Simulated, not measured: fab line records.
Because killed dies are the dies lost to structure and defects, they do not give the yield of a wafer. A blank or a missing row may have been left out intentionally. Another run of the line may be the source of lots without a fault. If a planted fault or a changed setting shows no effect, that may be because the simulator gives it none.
fab line records	flow rit_cmos
record lots=5	wafers=15	last_day=7
route steps=202 shown GATE@83 REOX@98 NLDD@103 PLDD@114
lots with no fault: from the same line, run without faults
start_h: hours from the record's first day to the start of the lot's first wafer shown	wait_h: how many hours have passed since the lot's step before this one	" same as the row above	L1.1+2: a single row standing in for several wafers	- no value present, or no start provided	* or withheld: withheld	< > ~ a bound
route shown NAME@n: NAME is a module with steps in the file, n the number in the route of the first one	usual: mean/standard deviation taken from wafers without a fault	same: alike in all rows	chamber/n: place in a boat	sites: readings site by site	_std_site: the standard deviation of these	_edge_site: mean of outer sites minus mean of inner sites	radius_mm: how far each site lies from the wafer's centre	mask NAME#n: copy n	behind: the most recent tool/chamber to have shaped the wafer	hold: what put the lot on hold/how long, in hours/how the hold closed	device: which transistor (n, p or np) failed to switch	end of line: the same wafers' tests at the end of the route	a step with no rows: only its recipe	killed: dies that structure and defects cost at the first sort, which is not the same as the wafer's yield	map: per-die view of a wafer (x killed, . not killed, _ where there is no die)
set.NAME: the setting as run; set.NAME@STEP: as run at that earlier step	model.NAME: the simulator's own value behind a step, which no gauge read
certain route steps with their lots: each step a table, each wafer a row
services: when a tool's chamber went out of use (start_h, in hours from the record's first day, below 0 if earlier), for how many hours, and the reason
## steps
# step RIT_GATE_THK_MEAS_07
# recipe reads=SiO2_of_GATE_OXIDATION_05
# usual GATE_OXIDE_THK=3.02/0.075
lot.wafer	tool	chamber	start_h	wait_h	GATE_OXIDE_THK[nm]
L807.1	film_metro-03	-	52.84	0.0	3.00
L807.4	"	-	"	"	3.03
L807.5	"	-	"	"	2.97
L812.1	film_metro-03	-	78.95	0.0	3.07
L812.3	"	-	"	"	3.14
L812.4	"	-	"	"	3.08
L815.2	film_metro-03	-	89.79	0.0	3.04
L815.4	"	-	"	"	3.09
L815.6	"	-	"	"	3.07
L820.2	film_metro-04	-	115.90	0.0	3.09
L820.5	"	-	"	"	3.05
L820.6	"	-	"	"	3.04
L827.1	film_metro-03	-	153.34	0.0	3.03
L827.5	"	-	"	"	3.04
L827.6	"	-	"	"	2.99
# step RIT_GATE_CVD_08
# recipe material=poly-Si	target_thk_nm=250	temp_c=610	precursor=SiH4	time_s=2220	pressure_mtorr=300	sih4_flow_sccm=100
# step RIT_GATE_THK_MEAS_09
# recipe reads=poly-Si_of_GATE_CVD_08
# usual GATE_POLY_THK=250.6/2.2
lot.wafer	tool	chamber	start_h	wait_h	GATE_POLY_THK[nm]
L807.1	film_metro-01	-	55.33	0.0	244.8
L807.4	"	-	"	"	246.7
L807.5	"	-	"	"	246.6
L812.1	film_metro-04	-	80.63	0.0	248.7
L812.3	"	-	"	"	248.2
L812.4	"	-	"	"	248.3
L815.2	film_metro-04	-	93.99	0.0	251.4
L815.4	"	-	"	"	251.4
L815.6	"	-	"	"	251.9
L820.2	film_metro-01	-	117.58	0.0	253.0
L820.5	"	-	"	"	253.0
L820.6	"	-	"	"	252.8
L827.1	film_metro-01	-	155.01	0.0	249.8
L827.5	"	-	"	"	248.9
L827.6	"	-	"	"	249.8
# step RIT_GATE_HMDS_10
# recipe prime_time_s=60	prime_temp_c=140
# step RIT_GATE_COAT_11
# recipe resist=NOVOLAK	spin_rpm=4250	resist_thk_nm=850
# step RIT_GATE_SOFTBAKE_12
# recipe resist=NOVOLAK	temp_c=90	time_s=60
# step RIT_GATE_EXPOSE_13
# recipe mask_id=M6	na=0.6	source_shape=conventional	sigma_outer=0.6	target_cd_nm=150	dose_mj=380
# step RIT_GATE_PEB_14
# recipe resist=NOVOLAK	temp_c=withheld	time_s=withheld
# step RIT_GATE_DEVELOP_15
# recipe resist=NOVOLAK	develop_time_s=50	dev_temp_c=23
# step RIT_GATE_CD_MEAS_16
# recipe target_cd_nm=150
# usual cd_nm=149.6/2
lot.wafer	tool	chamber	start_h	wait_h	cd_nm
L807.1	cd_sem-01	-	56.24	-	150.1
L807.4	"	-	"	"	148.6
L807.5	"	-	"	"	147.3
L812.1	cd_sem-02	-	81.66	-	145.8
L812.3	"	-	"	"	145.7
L812.4	"	-	"	"	149.2
L815.2	cd_sem-02	-	95.27	-	148.8
L815.4	"	-	"	"	148.2
L815.6	"	-	"	"	147.4
L820.2	cd_sem-02	-	118.62	-	149.4
L820.5	"	-	"	"	149.2
L820.6	"	-	"	"	150.7
L827.1	cd_sem-01	-	155.92	-	151.9
L827.5	"	-	"	"	148.9
L827.6	"	-	"	"	150.1
# step RIT_GATE_OVL_MEAS_17
# usual GATE_OVL=0.1/1.4
lot.wafer	tool	chamber	start_h	wait_h	GATE_OVL[nm]
L807.1	overlay-02	-	56.36	0.1	1.5
L807.4	"	-	"	"	0.6
L807.5	"	-	"	"	-1.3
L812.1	overlay-01	-	81.78	0.1	1.4
L812.3	"	-	"	"	-0.4
L812.4	"	-	"	"	-0.6
L815.2	overlay-02	-	95.38	0.1	-1.1
L815.4	"	-	"	"	0.2
L815.6	"	-	"	"	0.1
L820.2	overlay-02	-	118.73	0.1	-0.3
L820.5	"	-	"	"	-0.3
L820.6	"	-	"	"	0.2
L827.1	overlay-02	-	156.04	0.1	0.6
L827.5	"	-	"	"	0.8
L827.6	"	-	"	"	0.8
# step RIT_GATE_HARDBAKE_18
# recipe resist=NOVOLAK	temp_c=140	time_s=60
# step RIT_GATE_ETCH_19
# recipe chemistry=SF6/CHF3/O2	time_s=165	SF6_flow_sccm=30	CHF3_flow_sccm=30	O2_flow_sccm=5	target=poly-Si	pressure_mtorr=40	rf_w=160	target_depth_a=3125	over_etch_frac=0.25	stop_on=SiO2
# usual drypump_motor_current_A=5.5/0.6	oes_product_au=0.850/0.016	throttle_valve_pct=10.22/0.18
# same over_etch_frac=0.25	time_s=165
lot.wafer	tool	chamber	start_h	wait_h	drypump_motor_current_A	oes_product_au	rf_hours_counter_h	throttle_valve_pct	model.NOVOLAK_of_GATE_COAT_11.thk_nm	model.etch.depth_nm	model.GATE.feature_depth_nm
L807.1	rie_si-02	0	56.54	0.1	5.9	0.836	42	10.37	670.7	244.7	244.7
L807.4	"	1	"	"	4.9	0.838	101	10.01	672	246.7	246.7
L807.5	"	0	"	"	5.9	0.842	-	10.37	669.6	246.7	246.7
L812.1	rie_si-01	2	81.97	0.1	4.7	0.846	2	9.96	672.9	248.6	248.6
L812.3	"	0	"	"	5.6	0.855	33	10.49	674.8	248.2	248.2
L812.4	"	1	"	"	6.6	0.854	22	10.33	676.1	248.3	248.3
L815.2	rie_si-02	0	95.61	0.1	5.9	0.853	42	10.37	673.2	251.2	251.2
L815.4	"	1	"	"	4.9	0.808	102	10.00	692.2	235.4	235.4
L815.6	"	0	"	"	5.9	0.851	-	10.38	668.5	251.9	251.9
L820.2	rie_si-01	0	118.91	0.1	5.6	0.864	34	10.50	672	253.1	253.1
L820.5	"	3	"	"	5.2	0.869	-	10.33	673.6	252.9	252.9
L820.6	"	2	"	"	4.6	0.849	-	9.94	670.4	252.7	252.7
L827.1	rie_si-02	3	156.23	0.1	5.7	0.816	96	10.13	671.6	250	250
L827.5	"	3	"	"	5.7	0.818	-	10.12	667.5	248.8	248.8
L827.6	"	0	"	"	5.9	0.849	-	10.37	668	250	250
# step RIT_GATE_STRIP_20
# recipe chemistry=O2	time_s=180	resist=NOVOLAK	platen_temp_c=withheld	power_w=500	pressure_mtorr=4000	o2_flow_sccm=4000
# usual drypump_motor_current_A=5.6/0.4
# same time_s=180
lot.wafer	tool	chamber	start_h	wait_h	drypump_motor_current_A	rf_hours_counter_h
L807.1	plasma_asher-04	0	56.65	0.1	6.1	26
L807.4	"	0	"	"	6.1	-
L807.5	"	1	"	"	5.3	-
L812.1	plasma_asher-02	1	82.07	0.1	4.9	43
L812.3	"	0	"	"	5.6	-
L812.4	"	1	"	"	4.9	-
L815.2	plasma_asher-01	0	95.72	0.1	5.9	46
L815.4	"	0	"	"	5.9	-
L815.6	"	1	"	"	5.8	-
L820.2	plasma_asher-02	0	119.02	0.1	5.6	47
L820.5	"	1	"	"	4.9	-
L820.6	"	0	"	"	5.6	-
L827.1	plasma_asher-01	0	156.34	0.1	5.9	5
L827.5	"	1	"	"	5.8	-
L827.6	"	0	"	"	5.9	-
# step RIT_GATE_CD_MEAS_90
# recipe target_cd_nm=150
# usual cd_nm=149.6/2
lot.wafer	tool	chamber	start_h	wait_h	cd_nm
L807.1	cd_sem-01	-	56.83	0.1	149.8
L807.4	"	-	"	"	148.3
L807.5	"	-	"	"	147.3
L812.1	cd_sem-01	-	82.25	0.1	145.6
L812.3	"	-	"	"	145.7
L812.4	"	-	"	"	149.6
L815.2	cd_sem-02	-	95.91	0.1	149.0
L815.4	"	-	"	"	148.6
L815.6	"	-	"	"	147.3
L820.2	cd_sem-01	-	119.21	0.1	149.0
L820.5	"	-	"	"	149.3
L820.6	"	-	"	"	151.1
L827.1	cd_sem-01	-	156.51	0.1	151.6
L827.5	"	-	"	"	148.6
L827.6	"	-	"	"	149.8
# step RIT_REOX_CLEAN_00
# recipe chemistry=SC1	mix=3:3:50	time_s=600	temp_c=75
# step RIT_REOX_CLEAN_01
# recipe chemistry=dHF	dilution=50:1	time_s=30
# step RIT_REOX_CLEAN_02
# recipe chemistry=SC2	mix=3:3:50	time_s=600	temp_c=75	dry=n2_spin
# step RIT_REOX_OXIDATION_03
# recipe temp_c=900	ambient=O2	target_thk_a=252	ox_time_s=5580
# step RIT_REOX_THK_MEAS_04
# recipe reads=SiO2_of_REOX_OXIDATION_03
# usual REOX_OXIDE_THK=25.2/0.43
lot.wafer	tool	chamber	start_h	wait_h	REOX_OXIDE_THK[nm]
L807.1	film_metro-02	-	61.11	0.0	24.7
L807.4	"	-	"	"	24.8
L807.5	"	-	"	"	25.0
L812.1	film_metro-01	-	85.29	0.0	25.9
L812.3	"	-	"	"	25.3
L812.4	"	-	"	"	25.7
L815.2	film_metro-02	-	98.94	0.0	25.3
L815.6	"	-	"	"	25.2
L820.2	film_metro-02	-	122.24	0.0	24.9
L820.5	"	-	"	"	24.8
L820.6	"	-	"	"	24.9
L827.1	film_metro-02	-	159.57	0.0	26.1
L827.5	"	-	"	"	25.8
L827.6	"	-	"	"	25.0
# step RIT_NLDD_HMDS_00
# recipe prime_time_s=60	prime_temp_c=140
# step RIT_NLDD_COAT_01
# recipe resist=NOVOLAK	spin_rpm=3250	resist_thk_nm=1000
# step RIT_NLDD_SOFTBAKE_02
# recipe resist=NOVOLAK	temp_c=90	time_s=60
# step RIT_NLDD_EXPOSE_03
# recipe mask_id=M7	na=0.57	target_cd_nm=40700	dose_mj=250
# step RIT_NLDD_PEB_04
# recipe resist=NOVOLAK	temp_c=withheld	time_s=withheld
# step RIT_NLDD_DEVELOP_05
# recipe resist=NOVOLAK	develop_time_s=50	dev_temp_c=23
# step RIT_NLDD_OVL_MEAS_06
# usual NLDD_OVL=-0.3/2.2
lot.wafer	tool	chamber	start_h	wait_h	NLDD_OVL[nm]
L807.1	overlay-01	-	62.02	-	1.2
L807.4	"	-	"	"	-0.6
L807.5	"	-	"	"	0.2
L812.1	overlay-01	-	86.32	-	2.3
L812.3	"	-	"	"	-0.3
L812.4	"	-	"	"	-0.6
L815.2	overlay-01	-	100.04	-	-1.2
L815.6	"	-	"	"	-0.2
L820.2	overlay-01	-	123.27	-	-3.2
L820.5	"	-	"	"	-4.9
L820.6	"	-	"	"	-2.9
L827.1	overlay-01	-	160.60	-	-2.3
L827.5	"	-	"	"	-0.4
L827.6	"	-	"	"	-0.6
# step RIT_NLDD_HARDBAKE_07
# recipe resist=NOVOLAK	temp_c=140	time_s=60
# step RIT_NLDD_IMPLANT_08
# recipe species=P	energy_kev=20	dose_cm2=5e+14	tilt_deg=7
# step RIT_NLDD_STRIP_09
# recipe chemistry=O2	time_s=180	resist=NOVOLAK	platen_temp_c=withheld	power_w=500	pressure_mtorr=4000	o2_flow_sccm=4000
# usual drypump_motor_current_A=5.6/0.37
# same time_s=180
lot.wafer	tool	chamber	start_h	wait_h	drypump_motor_current_A	rf_hours_counter_h
L807.1	plasma_asher-04	0	62.35	0.1	6.1	27
L807.4	"	0	"	"	6.1	-
L807.5	"	0	"	"	6.1	-
L812.1	plasma_asher-04	0	86.66	0.1	6.1	30
L812.3	"	1	"	"	5.3	-
L812.4	"	0	"	"	6.1	-
L815.2	plasma_asher-03	0	100.37	0.1	5.2	45
L815.6	"	1	"	"	5.5	-
L820.2	plasma_asher-03	1	123.60	0.1	5.5	48
L820.5	"	0	"	"	5.1	-
L820.6	"	1	"	"	5.5	-
L827.1	plasma_asher-01	0	160.94	0.1	5.9	5
L827.5	"	0	"	"	5.9	-
L827.6	"	1	"	"	5.8	-
# step RIT_NLDD_TW_MEAS_10
# usual NLDD_TW=2491/13
lot.wafer	tool	chamber	start_h	wait_h	NLDD_TW
L807.1	film_metro-02	-	62.53	0.1	2499
L807.4	"	-	"	"	2487
L807.5	"	-	"	"	2496
L812.1	film_metro-03	-	86.83	0.1	2469
L812.3	"	-	"	"	2471
L812.4	"	-	"	"	2470
L815.2	film_metro-02	-	100.56	0.1	2477
L815.6	"	-	"	"	2489
L820.2	film_metro-04	-	123.79	0.1	2496
L820.5	"	-	"	"	2494
L820.6	"	-	"	"	2504
L827.1	film_metro-04	-	161.11	0.1	2506
L827.5	"	-	"	"	2516
L827.6	"	-	"	"	2502
# step RIT_PLDD_HMDS_00
# recipe prime_time_s=60	prime_temp_c=140
# step RIT_PLDD_COAT_01
# recipe resist=NOVOLAK	spin_rpm=3250	resist_thk_nm=1000
# step RIT_PLDD_SOFTBAKE_02
# recipe resist=NOVOLAK	temp_c=90	time_s=60
# step RIT_PLDD_EXPOSE_03
# recipe mask_id=M8	na=0.57	target_cd_nm=40900	dose_mj=250
# step RIT_PLDD_PEB_04
# recipe resist=NOVOLAK	temp_c=withheld	time_s=withheld
# step RIT_PLDD_DEVELOP_05
# recipe resist=NOVOLAK	develop_time_s=50	dev_temp_c=23
# step RIT_PLDD_OVL_MEAS_06
# usual PLDD_OVL=0.0/1.4
lot.wafer	tool	chamber	start_h	wait_h	PLDD_OVL[nm]
L807.1	overlay-01	-	63.44	-	2.4
L807.4	"	-	"	"	0.8
L807.5	"	-	"	"	0.4
L812.1	overlay-01	-	87.87	-	-0.5
L812.3	"	-	"	"	-0.5
L812.4	"	-	"	"	0.0
L815.2	overlay-02	-	101.46	-	0.0
L815.6	"	-	"	"	1.0
L820.2	overlay-01	-	124.69	-	0.7
L820.5	"	-	"	"	1.9
L820.6	"	-	"	"	1.3
L827.1	overlay-02	-	162.04	-	-2.0
L827.5	"	-	"	"	-0.6
L827.6	"	-	"	"	-0.7
# step RIT_PLDD_HARDBAKE_07
# recipe resist=NOVOLAK	temp_c=140	time_s=60
# step RIT_PLDD_IMPLANT_08
# recipe species=BF2	energy_kev=20	dose_cm2=9e+14	tilt_deg=7
# step RIT_PLDD_STRIP_09
# recipe chemistry=O2	time_s=180	resist=NOVOLAK	platen_temp_c=withheld	power_w=500	pressure_mtorr=4000	o2_flow_sccm=4000
# usual drypump_motor_current_A=5.4/0.37
# same time_s=180
lot.wafer	tool	chamber	start_h	wait_h	drypump_motor_current_A	rf_hours_counter_h
L807.1	plasma_asher-02	1	63.77	0.1	4.9	41
L807.4	"	0	"	"	5.6	-
L807.5	"	1	"	"	4.9	-
L812.1	plasma_asher-04	1	88.20	0.1	5.3	30
L812.3	"	1	"	"	5.3	-
L812.4	"	0	"	"	6.1	-
L815.2	plasma_asher-03	1	101.79	0.1	5.5	46
L815.6	"	0	"	"	5.2	-
L820.2	plasma_asher-04	1	125.02	0.1	5.3	34
L820.5	"	0	"	"	6.1	-
L820.6	"	1	"	"	5.3	-
L827.1	plasma_asher-02	0	162.37	0.1	5.6	51
L827.5	"	1	"	"	4.9	-
L827.6	"	0	"	"	5.6	-
# step RIT_PLDD_TW_MEAS_10
# usual PLDD_TW=2348/13
lot.wafer	tool	chamber	start_h	wait_h	PLDD_TW
L807.1	film_metro-03	-	63.95	0.1	2327
L807.4	"	-	"	"	2332
L807.5	"	-	"	"	2341
L812.1	film_metro-02	-	88.38	0.1	2360
L812.3	"	-	"	"	2368
L812.4	"	-	"	"	2357
L815.2	film_metro-04	-	101.98	0.1	2344
L815.6	"	-	"	"	2343
L820.2	film_metro-03	-	125.21	0.1	2335
L820.5	"	-	"	"	2349
L820.6	"	-	"	"	2331
L827.1	film_metro-04	-	162.55	0.1	2361
L827.5	"	-	"	"	2353
L827.6	"	-	"	"	2370
## services
tool	chamber	start_h	hours	kind
rie_si-01	1	68.54	6.2	repair
plasma_asher-02	-	75.76	0.5	repair
rie_si-02	3	78.18	1.3	repair
plasma_asher-01	-	81.88	3.2	repair
plasma_asher-01	-	108.75	9.0	pm
plasma_asher-01	0	108.75	9.0	vent_cycle
plasma_asher-01	1	108.75	9.0	vent_cycle
plasma_asher-01	-	110.76	0.7	repair
plasma_asher-01	0	117.75	-	clean
plasma_asher-01	1	117.75	-	clean
plasma_asher-02	-	124.14	9.8	repair
rie_si-02	2	161.93	-	clean
## key
first_sign none at tools or gauges
model_effect step=RIT_GATE_ETCH_19	value=NOVOLAK_of_GATE_COAT_11.thk_nm	without=672.2	struck=692.2
met_at RIT_GATE_ETCH_19
struck_wafers L815.4
later_rows_left_out L815.4
sort_left_out L815.4
tester_left_out L815
onset_between 56.54 95.61
fault kind=process_parameter_drift	tool=rie_si-02	chamber=1	onset_h=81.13	steps=RIT_GATE_ETCH_19	channel=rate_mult	offset=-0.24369	shape=step	end_h=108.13
# tester_left_out: of these lots the tester's yield and bins aren't shown, on N5 and GAA mostly nor the transistor test; their killed dies are dies lost to structure and defects alone, not to doping, threshold or leakage, so they don't give the yield
# sort_left_out: the simulated sort isn't trusted on such a fault, so these wafers' sort isn't shown, and their yield isn't known
# later_rows_left_out: the simulator's readings of these wafers behind a module that went badly wrong aren't trusted and aren't shown, but for the sort
